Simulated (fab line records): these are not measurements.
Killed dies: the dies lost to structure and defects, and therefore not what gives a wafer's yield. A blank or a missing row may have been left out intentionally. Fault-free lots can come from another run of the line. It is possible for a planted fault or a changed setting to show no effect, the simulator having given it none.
A lot that was struck, set against a sound lot / flow rit cmos / 18 out of 202 route steps
Sound: wafers L982.3, L982.5, L982.6. Wafers L989.2, L989.5, L989.6 were the ones struck. At the end, the cause is stated.
Each step with rows lists, per side, the tool, then ch with its chambers, then its first start. Under that, the readings that differ: sound wafers / struck wafers / difference of the means / sigmas: that difference in standard deviations of wafers without a fault.
alike: words and numbers the same on both sides, and readings whose means are apart by under 2 such deviations; not compared: readings that were withheld, readings missing a value for some wafer, numbers with overlapping values and no deviation given by the record, and bounds like >300 which may hide the same value.
The two part at a step that has a row with sigmas, a row that says differs or no value, or rows on one side only. Non-overlapping numbers with no deviation appear without sigmas and do not part them. A reading missing from all wafers of one side parts the sides only when that side holds two or more wafers.

RIT_GATE_OVL_MEAS_17:
  struck on overlay-02, day 4 05:04; sound on overlay-02, day 2 15:02
  alike: GATE_OVL
then, 1 step without rows for these wafers: RIT_GATE_HARDBAKE_18 (time 60 s).
RIT_GATE_ETCH_19: etches poly-Si in SF6/CHF3/O2, stops on SiO2, time 165 s, target depth 312.5 nm.
  sound on rie si-01 ch 1,2,3, day 2 15:13; struck on rie si-02 ch 0,3, day 4 05:15
  alike: drypump motor current A, oes product au, throttle valve pct
  not compared: rf hours counter h
RIT_GATE_STRIP_20: strips in O2, time 180 s.
  sound on plasma asher-03 ch 0,1, day 2 15:23; struck on plasma asher-02 ch 0,1, day 4 05:22
  alike: drypump motor current A
  not compared: rf hours counter h
RIT_GATE_CD_MEAS_90: target cd 150 nm.
  struck on cd sem-02, day 4 05:33; sound on cd sem-01, day 2 15:32
reading=cd nm (nm); sound=148.1 146.9 146.6; struck=153.6 155.1 154.1; difference=+7.1; sigmas=+3
then, 4 steps without rows for these wafers: RIT_REOX_CLEAN_00 (cleans in SC1, time 600 s); RIT_REOX_CLEAN_01 (cleans in dHF, time 30 s); RIT_REOX_CLEAN_02 (cleans in SC2, time 600 s); RIT_REOX_OXIDATION_03 (target thk 25.2 nm, ox time 5580 s).
RIT_REOX_THK_MEAS_04:
  struck on film metro-03, day 4 08:41; sound on film metro-04, day 2 19:13
  alike: REOX_OXIDE_THK
then, 2 steps without rows for these wafers: RIT_NLDD_HMDS_00 (prime time 60 s); RIT_NLDD_COAT_01 (resist thk 1000 nm).
RIT_NLDD_SOFTBAKE_02: time 60 s.
  sound on litho track-03 ch 0, day 2 19:36; struck on litho track-04 ch 0, day 4 09:04
reading=heater power total W (W); sound=34.64 34.55 34.47; struck=36.71 36.81 36.71; difference=+2.19; sigmas=+44
reading=plate temp C (C); sound=90.13 90.11 90.10; struck=94.08 93.85 94.07; difference=+3.89; sigmas=+35
reading=model.NOVOLAK_of_NLDD_COAT_01.thk nm (nm); sound=999.9 999.4 998.9; struck=990.3 989.3 989.1; difference=-9.8; sigmas=
then, 2 steps without rows for these wafers: RIT_NLDD_EXPOSE_03 (exposes mask M7, target cd 40700 nm); RIT_NLDD_PEB_04.
RIT_NLDD_DEVELOP_05: develop time 50 s.
  sound: litho track-04 ch 0; struck: litho track-04 ch 0
reading=model.NOVOLAK_of_NLDD_COAT_01.thk nm (nm); sound=999.6 999 998.6; struck=990 989 988.8; difference=-10; sigmas=
RIT_NLDD_OVL_MEAS_06:
  struck on overlay-02, day 4 09:35; sound on overlay-01, day 2 20:07
  alike: NLDD_OVL
RIT_M1_PROBE_99:
  struck on prober-02, day 5 01:02; sound on prober-01, day 3 12:13
  alike: killed at contacts, killed at front end, killed dies, killed open, killed short

WHERE THEY PART
At RIT_GATE_CD_MEAS_90 first; at RIT_NLDD_SOFTBAKE_02 last (within this record only). Later steps at which nothing parts them and some readings are alike: RIT_NLDD_OVL_MEAS_06, RIT_M1_PROBE_99.

WHY: whatever the simulator had introduced
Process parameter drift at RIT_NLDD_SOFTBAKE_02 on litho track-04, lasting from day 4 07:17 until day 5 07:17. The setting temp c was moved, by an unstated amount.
